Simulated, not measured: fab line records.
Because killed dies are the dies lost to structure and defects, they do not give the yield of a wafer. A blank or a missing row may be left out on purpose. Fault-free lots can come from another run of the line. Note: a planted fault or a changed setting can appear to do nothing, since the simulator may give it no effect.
fab line records    flow rit-cmos
record: lots: 5  wafers: 23
route steps=202 shown PLDD@116 SPACER@125 NSD@132 SDANNEAL@156 PSD@157 CONTACT@168 M1@184
start-h: start of the lot's first displayed wafer, in hours after the record's first day    wait-h: hours from the lot's prior step to this one    " repeats the value in the row above    L1.1+2: a row that stands for several wafers    - no value present, or no start provided    * or withheld: withheld    < > ~ a bound
route shown NAME@n: names a module that has steps shown in the file, with the first one's number in the route    usual: mean/standard deviation taken from wafers without a fault    same: alike in all rows    chamber/n: place in a boat    sites: per-site readings    _std_site: standard deviation of those values    _edge_site: inner sites' mean taken away from outer sites' mean    radius-mm: how far each site lies from the wafer's centre    mask NAME#n: copy n    behind: the tool/chamber that last shaped the wafer    hold: reason for holding the lot/hours on hold/outcome of the hold    device: which transistor (n, p or np) failed to switch    end of line: the tests these same wafers got at the end of their route    where a step has no rows: the recipe by itself    killed: dies that structure and defects cost at the first sort, which is not the same as the wafer's yield    map: per-die view of a wafer (x killed, . not killed, _ where there is no die)
set.NAME: the setting the step ran with; set.NAME@STEP: the setting that earlier step ran with    model.NAME: the simulator's own value behind a step, which no gauge read
lots where settings were altered on purpose, with a table for each step and a row for each wafer
== steps ==
step: RIT_PLDD_SOFTBAKE_02
recipe: resist: NOVOLAK  temp-c: 90  time-s: 60
lot.wafer   tool            chamber  start-h  wait-h  set.temp-c
L074.1+4+6  litho-track-04  0        46.55    0.1     90
L074.2+5    "               0        "        "       88.6
L078.1+2+3  litho-track-03  0        69.02    0.1     90
L078.4+5    "               0        "        "       91.12
L080.1+4    litho-track-03  0        76.38    0.1     86.6
L080.3+5+6  "               0        "        "       90
L082.1+2+3  litho-track-03  0        88.86    0.1     90
L083.1+3    litho-track-03  0        92.70    0.1     90
L083.2+4+5  "               0        "        "       87.06
step: RIT_PLDD_EXPOSE_03
recipe: mask-id: M8  na: 0.57  target-cd-nm: 40900  dose-mj: 250
step: RIT_PLDD_PEB_04
recipe: resist: NOVOLAK  temp-c: withheld  time-s: withheld
step: RIT_PLDD_DEVELOP_05
recipe: resist: NOVOLAK  develop-time-s: 50  dev-temp-c: 23
lot.wafer  tool            chamber  start-h  wait-h  set.temp-c@PLDD_SOFTBAKE_02  model.NOVOLAK_of_PLDD_COAT_01.thk-nm
L074.1+6   litho-track-04  0        -        -       90                           1000
L074.2     "               0        "        "       88.6                         1001
L074.4     "               0        "        "       90                           1001
L074.5     "               0        "        "       88.6                         1003
L078.1     litho-track-03  0        -        -       90                           999.8
L078.2     "               0        "        "       90                           1000
L078.3     "               0        "        "       90                           998.3
L078.4     "               0        "        "       91.12                        997.7
L078.5     "               0        "        "       91.12                        997.1
L080.1     litho-track-01  0        -        -       86.6                         1008
L080.3     "               0        "        "       90                           994.2
L080.4     "               0        "        "       86.6                         1010
L080.5     "               0        "        "       90                           997.5
L080.6     "               0        "        "       90                           999
L082.1+2   litho-track-03  0        -        -       90                           1004
L082.3     "               0        "        "       90                           1007
L083.1     litho-track-03  0        -        -       90                           997.4
L083.2+4   "               0        "        "       87.06                        1006
L083.3     "               0        "        "       90                           999.6
L083.5     "               0        "        "       87.06                        1005
step: RIT_PLDD_IMPLANT_08
recipe: species: BF2  energy-kev: 20  dose-cm2: 9e+14  tilt-deg: 7
lot.wafer       tool          chamber  start-h  wait-h  set.energy-kev  model.implant.drp-nm
L074.1+5        implanter-02  0        47.41    0.1     19              9.406
L074.2+4+6      "             0        "        "       20              9.752
L078.1+3+4      implanter-03  0        69.76    0.1     20              9.752
L078.2+5        "             0        "        "       19.43           9.556
L080.1+3+4+5+6  implanter-01  0        77.25    0.1     20              9.752
L082.1+2+3      implanter-03  0        89.75    0.1     20              9.752
L083.1+4        implanter-03  0        93.43    0.1     20.55           9.939
L083.2+3+5      "             0        "        "       20              9.752
step: RIT_PLDD_STRIP_09
recipe: chemistry: O2  time-s: 180  resist: NOVOLAK  platen-temp-c: withheld  power-w: 500  pressure-mtorr: 4000  o2-flow-sccm: 4000
step: RIT_SPACER_CLEAN_00
recipe: chemistry: SC1  mix: 3:3:50  time-s: 600  temp-c: 75
lot.wafer  tool          chamber  start-h  wait-h  set.temp-c@REOX_OXIDATION_03  model.SiO2_of_REOX_OXIDATION_03.thk-nm
L074.1     wet-bench-01  2        47.79    0.1     921.5                         29.09
L074.2     "             2        "        "       921.5                         28.93
L074.4     "             2        "        "       921.5                         29.1
L074.5     "             2        "        "       921.5                         29.29
L074.6     "             2        "        "       921.5                         28.72
L078.1     wet-bench-02  2        70.14    0.1     908.5                         25.75
L078.2     "             2        "        "       908.5                         25.92
L078.3     "             2        "        "       908.5                         25.98
L078.4     "             2        "        "       908.5                         25.68
L078.5     "             2        "        "       908.5                         26.06
L080.1     wet-bench-02  2        77.63    0.1     919.6                         27.63
L080.3     "             2        "        "       919.6                         27.45
L080.4     "             2        "        "       919.6                         27.22
L080.5     "             2        "        "       919.6                         27.05
L080.6     "             2        "        "       919.6                         27.47
L082.1+3   wet-bench-01  0        90.13    0.1     900                           23.63
L082.2     "             0        "        "       900                           23.65
L083.1+4   wet-bench-02  2        93.82    0.1     915.3                         27.52
L083.2     "             2        "        "       915.3                         27.53
L083.3     "             2        "        "       915.3                         27.67
L083.5     "             2        "        "       915.3                         27.34
step: RIT_NSD_COAT_01
recipe: resist: NOVOLAK  spin-rpm: 3250  resist-thk-nm: 1000
lot.wafer  tool            chamber  start-h  wait-h  set.resist-thk-nm  model.NOVOLAK_of_NSD_COAT_01.thk-nm
L074.1     litho-track-03  0        51.33    0.1     1000               1001
L074.2+6   "               0        "        "       1000               1002
L074.4     "               0        "        "       1000               1005
L074.5     "               0        "        "       1000               1003
L078.1     litho-track-03  0        72.96    0.1     1000               996.6
L078.2     "               0        "        "       1000               999
L078.3     "               0        "        "       1046               1043
L078.4     "               0        "        "       1000               1000
L078.5     "               0        "        "       1046               1045
L080.1     litho-track-01  0        80.30    0.1     972.6              973.3
L080.3     "               0        "        "       972.6              971.9
L080.4     "               0        "        "       1000               998.5
L080.5     "               0        "        "       1000               1003
L080.6     "               0        "        "       1000               1001
L082.1     litho-track-03  0        93.74    0.1     1000               1000
L082.2     "               0        "        "       1000               999.6
L082.3     "               0        "        "       1000               998
L083.1+4   litho-track-02  0        96.48    0.1     1000               1003
L083.2     "               0        "        "       1000               1006
L083.3     "               0        "        "       1030               1033
L083.5     "               0        "        "       1030               1034
step: RIT_SDANNEAL_RTA_03
recipe: temp-c: 1050  time-s: 5  idle-temp-c: 600  ramp-up-c-per-s: 342  ramp-down-c-per-s: 171  cool-to-c: 600  ambient: N2
lot.wafer       tool           chamber  start-h  wait-h  set.time-s
L074.1+4        rtp-anneal-02  0        54.59    0.0     5
L074.2+5+6      "              0        "        "       4.575
L078.1+2+3+4+5  rtp-anneal-02  0        76.44    0.0     5
L080.1+4+5      rtp-anneal-02  0        83.80    0.0     5.708
L080.3+6        "              0        "        "       5
L082.1+2+3      rtp-anneal-02  0        97.19    0.0     5
L083.1+3+4      rtp-anneal-01  0        99.70    0.0     5.279
L083.2+5        "              0        "        "       5
step: RIT_SDANNEAL_RS_MEAS_04
recipe: thk-meas-gauge: four-point-probe
usual: PSD_RS: 115.7/0.31
lot.wafer  tool           chamber  start-h  wait-h  set.time-s@SDANNEAL_RTA_03  PSD_RS[ohm/sq]
L074.1     film-metro-02  -        54.65    0.0     5                           115.6
L074.2     "              -        "        "       4.575                       116.8
L074.4     "              -        "        "       5                           115.5
L074.5     "              -        "        "       4.575                       116.9
L074.6     "              -        "        "       4.575                       116.8
L078.1     film-metro-03  -        76.50    0.0     5                           115.5
L078.2     "              -        "        "       5                           115.6
L078.3     "              -        "        "       5                           115.4
L078.4     "              -        "        "       5                           115.5
L078.5     "              -        "        "       5                           115.5
L080.1     film-metro-04  -        83.86    0.0     5.708                       114.3
L080.3     "              -        "        "       5                           115.6
L080.4     "              -        "        "       5.708                       113.5
L080.5     "              -        "        "       5.708                       114.2
L080.6     "              -        "        "       5                           116.0
L082.1     film-metro-04  -        97.25    0.0     5                           116.0
L082.2     "              -        "        "       5                           115.9
L082.3     "              -        "        "       5                           115.7
L083.1     film-metro-04  -        99.75    0.0     5.279                       114.8
L083.2     "              -        "        "       5                           115.6
L083.3     "              -        "        "       5.279                       114.5
L083.4     "              -        "        "       5.279                       114.7
L083.5     "              -        "        "       5                           115.4
step: RIT_CONTACT_CVD_00
recipe: material: SiO2  target-thk-nm: 400  precursor: TEOS  temp-c: 390  time-s: 61  rf-w: 400
lot.wafer   tool      chamber  start-h  wait-h  set.time-s  model.SiO2_of_CONTACT_CVD_00.thk-nm
L074.1+5+6  pecvd-02  2,2,1    55.65    0.1     61          -
L074.2      "         1        "        "       61          396.1
L074.4      "         0        "        "       61          407.7
L078.1      pecvd-03  0        77.50    0.1     53.17       -
L078.2      "         1        "        "       61          405.1
L078.3+4    "         2,1      "        "       61          -
L078.5      "         0        "        "       53.17       359.5
L080.1      pecvd-02  2        84.85    0.1     61          -
L080.3      "         1        "        "       68.95       440.7
L080.4      "         1        "        "       61          391.6
L080.5+6    "         2,0      "        "       68.95       -
L082.1      pecvd-04  1        98.25    0.1     61          391.2
L082.2      "         0        "        "       61          391.6
L082.3      "         2        "        "       61          390.1
L083.1      pecvd-02  1        100.82   0.1     57.43       366.4
L083.2+5    "         2,1      "        "       57.43       -
L083.3      "         0        "        "       61          -
L083.4      "         0        "        "       61          404.6
step: RIT_CONTACT_THK_MEAS_01
recipe: reads: SiO2_of_CONTACT_CVD_00
usual: CONTACT_TEOS_THK: 400/5.6
lot.wafer  tool           chamber  start-h  wait-h  set.time-s@CONTACT_CVD_00  CONTACT_TEOS_THK[nm]
L074.1     film-metro-02  -        55.70    0.0     61                         398
L074.2     "              -        "        "       61                         396
L074.4     "              -        "        "       61                         408
L074.5     "              -        "        "       61                         402
L074.6     "              -        "        "       61                         401
L078.1     film-metro-01  -        77.55    0.0     53.17                      355
L078.2     "              -        "        "       61                         405
L078.3     "              -        "        "       61                         406
L078.4     "              -        "        "       61                         410
L078.5     "              -        "        "       53.17                      359
L080.1     film-metro-04  -        84.90    0.0     61                         397
L080.3     "              -        "        "       68.95                      440
L080.4     "              -        "        "       61                         392
L080.5     "              -        "        "       68.95                      445
L080.6     "              -        "        "       68.95                      456
L082.1     film-metro-02  -        98.30    0.0     61                         391
L082.2     "              -        "        "       61                         391
L082.3     "              -        "        "       61                         390
L083.1     film-metro-04  -        100.87   0.0     57.43                      367
L083.2     "              -        "        "       57.43                      372
L083.3     "              -        "        "       61                         396
L083.4     "              -        "        "       61                         404
L083.5     "              -        "        "       57.43                      374
step: RIT_CONTACT_DEVELOP_07
recipe: resist: NOVOLAK  develop-time-s: 120  dev-temp-c: 23
lot.wafer   tool            chamber  start-h  wait-h  set.dev-temp-c
L074.1+4+5  litho-track-03  0        -        -       26.19
L074.2+6    "               0        "        "       23
L078.1+3+5  litho-track-02  0        -        -       23
L078.2+4    "               0        "        "       21.45
L080.1+3+5  litho-track-03  0        -        -       26.37
L080.4+6    "               0        "        "       23
L082.1+2+3  litho-track-02  0        -        -       23
L083.1+3    litho-track-04  0        -        -       20.56
L083.2+4+5  "               0        "        "       23
step: RIT_CONTACT_STRIP_12
recipe: chemistry: O2  time-s: 171.1  resist: NOVOLAK  platen-temp-c: withheld  power-w: 500  pressure-mtorr: 4000  o2-flow-sccm: 4000
step: RIT_CONTACT_CLEAN_13
recipe: chemistry: SC1  mix: 3:3:50  time-s: 600  temp-c: 75
lot.wafer  tool          chamber  start-h  wait-h  set.dev-temp-c@CONTACT_DEVELOP_07  model.SiO2_of_CONTACT_CVD_00.thk-nm
L074.1+5   -             -        -        0.1     26.19                              -
L074.2     "             -        "        "       23                                 396.1
L074.4     "             -        "        "       26.19                              407.7
L074.6     "             -        "        "       23                                 -
L078.1+3   -             -        -        0.1     23                                 -
L078.2     "             -        "        "       21.45                              405.1
L078.4     "             -        "        "       21.45                              -
L078.5     "             -        "        "       23                                 359.5
L080.1+5   -             -        -        0.1     26.37                              -
L080.3     "             -        "        "       26.37                              440.7
L080.4     "             -        "        "       23                                 391.6
L080.6     "             -        "        "       23                                 -
L082.1     wet-bench-03  2        100.25   0.1     23                                 387
L082.2     "             2        "        "       23                                 387.5
L082.3     "             2        "        "       23                                 385.9
L083.1     -             -        -        0.1     20.56                              366.4
L083.2+5   "             -        "        "       23                                 -
L083.3     "             -        "        "       20.56                              -
L083.4     "             -        "        "       23                                 404.6
step: RIT_M1_SPUTTER_00
recipe: material: Al  target-thk-nm: 400  power-w: 2000  chamber-pressure-pa: 0.4  gas: Ar  time-s: 500  substrate-temp-c: 25
lot.wafer  tool            chamber  start-h  wait-h  set.time-s  model.Al_of_M1_SPUTTER_00.thk-nm
L074.1     pvd-sputter-02  -        57.99    0.0     439.7       342.3
L074.2     "               -        "        "       500         392.4
L074.4     "               -        "        "       500         394.2
L074.5     "               -        "        "       439.7       342.4
L074.6     "               -        "        "       439.7       348.7
L078.1     pvd-sputter-02  -        79.86    0.0     568.9       453.1
L078.2     "               -        "        "       500         399.4
L078.3     "               -        "        "       568.9       457.5
L078.4     "               -        "        "       568.9       456.2
L078.5     "               -        "        "       500         399.3
L080.1     pvd-sputter-02  -        87.09    0.0     550.1       437.9
L080.3     "               -        "        "       500         395
L080.4     "               -        "        "       500         396.9
L080.5     "               -        "        "       550.1       437.8
L080.6     "               -        "        "       550.1       435.3
L082.1     pvd-sputter-02  -        100.63   0.0     500         399.1
L082.2     "               -        "        "       500         397.7
L082.3     "               -        "        "       500         393.3
L083.1     pvd-sputter-01  -        103.06   0.0     500         391.8
L083.2     "               -        "        "       455.3       364.5
L083.3     "               -        "        "       455.3       364.2
L083.4     "               -        "        "       500         402.4
L083.5     "               -        "        "       455.3       356.7
step: RIT_M1_RS_MEAS_01
recipe: thk-meas-gauge: four-point-probe  reads: Al_of_M1_SPUTTER_00
usual: M1_AL_RS: 0.0737/0.00077
lot.wafer  tool           chamber  start-h  wait-h  set.time-s@M1_SPUTTER_00  M1_AL_RS[ohm/sq]
L074.1     film-metro-04  -        58.29    0.1     439.7                     0.0860
L074.2     "              -        "        "       500                       0.0749
L074.4     "              -        "        "       500                       0.0744
L074.5     "              -        "        "       439.7                     0.0860
L074.6     "              -        "        "       439.7                     0.0845
L078.1     film-metro-04  -        80.16    0.1     568.9                     0.0646
L078.2     "              -        "        "       500                       0.0735
L078.3     "              -        "        "       568.9                     0.0642
L078.4     "              -        "        "       568.9                     0.0641
L078.5     "              -        "        "       500                       0.0737
L080.1     film-metro-02  -        87.39    0.1     550.1                     0.0669
L080.3     "              -        "        "       500                       0.0744
L080.4     "              -        "        "       500                       0.0739
L080.5     "              -        "        "       550.1                     0.0670
L080.6     "              -        "        "       550.1                     0.0675
L082.1     film-metro-03  -        100.92   0.1     500                       0.0735
L082.2     "              -        "        "       500                       0.0738
L082.3     "              -        "        "       500                       0.0747
L083.1     film-metro-03  -        103.36   0.1     500                       0.0748
L083.2     "              -        "        "       455.3                     0.0808
L083.3     "              -        "        "       455.3                     0.0807
L083.4     "              -        "        "       500                       0.0729
L083.5     "              -        "        "       455.3                     0.0825
step: RIT_M1_THK_MEAS_02
recipe: thk-meas-gauge: xrf  reads: Al_of_M1_SPUTTER_00
usual: M1_AL_THK: 398/4.9
lot.wafer  tool           chamber  start-h  wait-h  set.time-s@M1_SPUTTER_00  M1_AL_THK[nm]
L074.1     film-metro-04  -        58.41    0.1     439.7                     343
L074.2     "              -        "        "       500                       392
L074.4     "              -        "        "       500                       393
L074.5     "              -        "        "       439.7                     343
L074.6     "              -        "        "       439.7                     349
L078.1     film-metro-04  -        80.28    0.1     568.9                     455
L078.2     "              -        "        "       500                       402
L078.3     "              -        "        "       568.9                     460
L078.4     "              -        "        "       568.9                     460
L078.5     "              -        "        "       500                       401
L080.1     film-metro-02  -        87.51    0.1     550.1                     437
L080.3     "              -        "        "       500                       394
L080.4     "              -        "        "       500                       401
L080.5     "              -        "        "       550.1                     439
L080.6     "              -        "        "       550.1                     436
L082.1     film-metro-03  -        101.04   0.1     500                       397
L082.2     "              -        "        "       500                       394
L082.3     "              -        "        "       500                       389
L083.1     film-metro-03  -        103.48   0.1     500                       389
L083.2     "              -        "        "       455.3                     363
L083.3     "              -        "        "       455.3                     363
L083.4     "              -        "        "       500                       400
L083.5     "              -        "        "       455.3                     354
step: RIT_M1_PROBE_99
usual: killed-at-contacts: 0.1/0.3  killed-at-front-end: 7/3  killed-dies: 7/3  killed-open: 3.3/1.9  killed-short: 3.3/2
same: gross-dies: 264  killed_at_M0_to_M3: 0  killed_at_M4_up: 0  killed-at-back-side: 0  killed-at-other: 0
lot.wafer  tool       chamber  start-h  wait-h  set.energy-kev@PLDD_IMPLANT_08  killed-at-contacts  killed-at-front-end  killed-dies  killed-open  killed-short  model.etest.pldd.line-ohm-um  model.etest.pldd.rs-ohm-sq
L074.1     prober-01  -        62.15    0.1     19                              0                   3                    3            1            2             -                             -
L074.2     prober-01  -        62.20    0.1     20                              0                   5                    5            1            4             428.5                         1373
L074.4     prober-01  -        62.30    0.2     20                              0                   8                    8            3            5             -                             -
L074.5     prober-01  -        62.35    0.2     19                              0                   5                    5            1            4             566.7                         1827
L074.6     prober-01  -        62.40    0.2     20                              0                   3                    3            1            2             -                             -
L078.1     prober-01  -        83.90    0.1     20                              0                   7                    7            3            4             256.4                         835.8
L078.2     prober-01  -        83.95    0.1     19.43                           1                   5                    6            3            3             288.7                         939.1
L078.3     prober-01  -        84.00    0.2     20                              0                   5                    5            4            1             273.1                         875.1
L078.4     prober-01  -        84.05    0.2     20                              0                   5                    5            2            3             256.7                         824.7
L078.5     prober-01  -        84.10    0.2     19.43                           0                   12                   12           3            8             300.8                         957.5
L080.1     prober-01  -        91.11    0.1     20                              0                   12                   12           5            7             256.6                         810.1
L080.3     prober-01  -        91.21    0.2     20                              0                   3                    3            2            1             249.6                         796.9
L080.4     prober-01  -        91.26    0.2     20                              0                   6                    6            2            4             235.5                         771.1
L080.5     prober-01  -        91.31    0.2     20                              0                   6                    6            3            3             233.6                         751.2
L080.6     prober-01  -        91.36    0.2     20                              0                   4                    4            1            3             244                           791
L082.1     prober-01  -        104.66   0.1     20                              0                   12                   12           5            7             163                           520.4
L082.2     prober-01  -        104.71   0.1     20                              0                   1                    1            1            0             162.9                         519.4
L082.3     prober-01  -        104.76   0.2     20                              0                   4                    4            2            2             161.7                         515.5
L083.1     prober-02  -        107.28   0.1     20.55                           1                   8                    9            4            5             -                             -
L083.2     prober-02  -        107.33   0.1     20                              0                   7                    7            5            2             -                             -
L083.3     prober-02  -        107.38   0.2     20                              0                   20                   20           5            6             -                             -
L083.4     prober-02  -        107.43   0.2     20.55                           0                   17                   17           4            5             -                             -
L083.5     prober-02  -        107.48   0.2     20                              0                   47                   47           1            5             -                             -
killed by level:class
L074.1 GATE:geometric-particle:short=2 SILICIDE:geometric-particle:open=1
L074.2 SILICIDE:geometric-particle:short=2 GATE:geometric-particle:short=1 REOX:geometric-particle:open=1 REOX:geometric-particle:short=1
L074.4 REOX:geometric-particle:short=3 GATE:geometric-particle:open=2 GATE:geometric-particle:short=1 SPACER:geometric-particle:short=1 SILICIDE:geometric-particle:open=1
L074.5 REOX:geometric-particle:short=2 GATE:geometric-particle:open=1 SPACER:geometric-particle:short=1 SILICIDE:geometric-particle:short=1
L074.6 FOX2:geometric-particle:short=1 GATE:geometric-particle:short=1 SILICIDE:geometric-particle:open=1
L078.1 SPACER:geometric-particle:short=2 FOX1:geometric-particle:open=1 FOX1:geometric-particle:short=1 GATE:geometric-particle:open=1 REOX:geometric-particle:short=1 SILICIDE:geometric-particle:open=1
L078.2 GATE:geometric-particle:short=3 GATE:geometric-particle:open=2 CONTACT:geometric-particle:open=1
L078.3 GATE:geometric-particle:open=3 FOX1:geometric-particle:open=1 GATE:geometric-particle:short=1
L078.4 SPACER:geometric-particle:open=2 GATE:geometric-particle:short=1 SPACER:geometric-particle:short=1 SILICIDE:geometric-particle:short=1
L078.5 GATE:geometric-particle:short=4 FOX1:geometric-particle:short=2 FOX1:geometric-particle:open=1 GATE:geometric-particle:open=1 REOX:geometric-particle:short=1 SPACER:geometric-particle:short=1 SILICIDE:geometric-particle:open=1 GATE:area-develop=1
L080.1 GATE:geometric-particle:open=3 REOX:geometric-particle:short=3 FOX1:geometric-particle:open=2 GATE:geometric-particle:short=2 FOX2:geometric-particle:short=1 SILICIDE:geometric-particle:short=1
L080.3 FOX1:geometric-particle:short=1 REOX:geometric-particle:open=1 SILICIDE:geometric-particle:open=1
L080.4 FOX1:geometric-particle:open=2 GATE:geometric-particle:short=2 FOX1:geometric-particle:short=1 REOX:geometric-particle:short=1
L080.5 FOX1:geometric-particle:short=1 FOX1:geometric-particle:open=1 GATE:geometric-particle:open=1 REOX:geometric-particle:open=1 SPACER:geometric-particle:short=1 SILICIDE:geometric-particle:short=1
L080.6 FOX1:geometric-particle:open=1 GATE:geometric-particle:short=1 REOX:geometric-particle:short=1 STARTING-WAFER:geometric-particle:short=1
L082.1 FOX2:geometric-particle:short=2 GATE:geometric-particle:short=2 GATE:geometric-particle:open=2 REOX:geometric-particle:short=2 REOX:geometric-particle:open=2 FOX1:geometric-particle:open=1 FOX1:geometric-particle:short=1
L082.2 FOX2:geometric-particle:open=1
L082.3 GATE:geometric-particle:open=2 REOX:geometric-particle:short=2
L083.1 GATE:geometric-particle:short=3 SPACER:geometric-particle:open=2 GATE:geometric-particle:open=1 REOX:geometric-particle:short=1 SILICIDE:geometric-particle:open=1 CONTACT:geometric-particle:short=1
L083.2 REOX:geometric-particle:open=2 SILICIDE:geometric-particle:open=2 GATE:geometric-particle:open=1 GATE:geometric-particle:short=1 REOX:geometric-particle:short=1
L083.3 GATE:area-develop=9 GATE:geometric-particle:short=3 SILICIDE:geometric-particle:open=3 SILICIDE:geometric-particle:short=2 FOX1:geometric-particle:short=1 GATE:geometric-particle:open=1 SPACER:geometric-particle:open=1
L083.4 GATE:area-develop=8 GATE:geometric-particle:open=3 SILICIDE:geometric-particle:short=3 FOX1:geometric-particle:open=1 FOX2:geometric-particle:short=1 SPACER:geometric-particle:short=1
L083.5 GATE:area-develop=41 GATE:geometric-particle:short=3 FOX1:geometric-particle:open=1 FOX1:geometric-particle:short=1 SILICIDE:geometric-particle:short=1
== key ==
split: step: RIT_PLDD_SOFTBAKE_02  setting: temp-c  stated: 90  by: wafer
response: step: RIT_PLDD_DEVELOP_05  reading: model.NOVOLAK_of_PLDD_COAT_01.thk-nm  change: -2.55  per: 1%  r: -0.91
split: step: RIT_PLDD_IMPLANT_08  setting: energy-kev  stated: 20  by: wafer
response: step: RIT_PLDD_IMPLANT_08  reading: model.implant.drp-nm  change: +0.0688  per: 1%  r: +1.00
response: step: RIT_M1_PROBE_99  reading: model.etest.pldd.rs-ohm-sq  change: -66.8  per: 1%  r: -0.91
response: step: RIT_M1_PROBE_99  reading: model.etest.pldd.line-ohm-um  change: -20.6  per: 1%  r: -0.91
split: step: RIT_NSD_COAT_01  setting: resist-thk-nm  stated: 1000  by: wafer
response: step: RIT_NSD_COAT_01  reading: model.NOVOLAK_of_NSD_COAT_01.thk-nm  change: +9.91  per: 1%  r: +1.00
split: step: RIT_SDANNEAL_RTA_03  setting: time-s  stated: 5  by: wafer
response: step: RIT_SDANNEAL_RS_MEAS_04  reading: PSD_RS  change: -0.136  per: 1%  r: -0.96
split: step: RIT_CONTACT_CVD_00  setting: time-s  stated: 61  by: wafer
response: step: RIT_CONTACT_CVD_00  reading: model.SiO2_of_CONTACT_CVD_00.thk-nm  change: +3.93  per: 1%  r: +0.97
response: step: RIT_CONTACT_THK_MEAS_01  reading: CONTACT_TEOS_THK  change: +4.07  per: 1%  r: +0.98
split: step: RIT_CONTACT_DEVELOP_07  setting: dev-temp-c  stated: 23  by: wafer
response: step: RIT_CONTACT_CLEAN_13  reading: model.SiO2_of_CONTACT_CVD_00.thk-nm  shape: bent  at-lowest: 366.4  at-stated: 387.4  at-highest: 440.7
split: step: RIT_M1_SPUTTER_00  setting: time-s  stated: 500  by: wafer
response: step: RIT_M1_SPUTTER_00  reading: model.Al_of_M1_SPUTTER_00.thk-nm  change: +4.06  per: 1%  r: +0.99
response: step: RIT_M1_RS_MEAS_01  reading: M1_AL_RS  change: -0.000768  per: 1%  r: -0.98
response: step: RIT_M1_THK_MEAS_02  reading: M1_AL_THK  change: +4.02  per: 1%  r: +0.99
split outside-this-file step=RIT_REOX_OXIDATION_03 setting=temp-c
split outside-this-file: this setting was split too, and the file shows its column; the key of that split is in another file
